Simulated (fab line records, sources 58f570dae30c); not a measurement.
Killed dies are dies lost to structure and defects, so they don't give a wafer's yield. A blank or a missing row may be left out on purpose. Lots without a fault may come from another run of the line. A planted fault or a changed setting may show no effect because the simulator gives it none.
Chamber matching | flow berkeley_cmos170 | UCB170_V1_CMP_02 on cmp-01: 4 sister chambers
The step polishes SiO2. 4 wafers are shown with their chamber, then 8 later ones without.

WAFERS WITH THEIR CHAMBER
wafer  | chamber | motor_current_A (A)
L802.2 | 0       | 14.7
L805.2 | 1       | 15.9
L805.3 | 2       | 15.0
L811.1 | 3       | 14.7

WAFERS WITHOUT THEIR CHAMBER
wafer  | motor_current_A (A)
L811.2 | 15.2
L811.3 | 15.4
L809.4 | 17.0
L809.5 | 14.9
L809.6 | 15.6
L816.4 | 16.2
L816.5 | 15.2
L816.6 | 15.6

WHICH CHAMBER EACH WENT THROUGH
wafer  | from the rows above               | in truth
L811.2 | can't be placed: 2 or 0 or 3 or 1 | 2
L811.3 | can't be placed: 2 or 1 or 0 or 3 | 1
L809.4 | can't be placed: 1 or 2           | 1
L809.5 | can't be placed: 2 or 0 or 3 or 1 | 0
L809.6 | can't be placed: 1 or 2 or 0 or 3 | 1
L816.4 | can't be placed: 1 or 2           | 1
L816.5 | can't be placed: 2 or 0 or 3 or 1 | 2
L816.6 | can't be placed: 1 or 2 or 0 or 3 | 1
Placed correctly: 0 of 8. Can't be placed from these rows: 8 (the true chamber is among the candidates in 8). Placed wrongly: 0.
How it was worked out, from the rows above alone: a wafer's distance from a chamber is the root of the sum, over the readings, of the square of ((its reading less the chamber's mean) divided by the reading's scatter). The wafer belongs to the nearest chamber; if the next one is less than 2 further off, it can't be placed. A chamber's mean is the mean of its shown wafers. The scatter: with one shown wafer a chamber, the root of the mean of the squares of how far each hidden wafer lies from its nearest shown one.
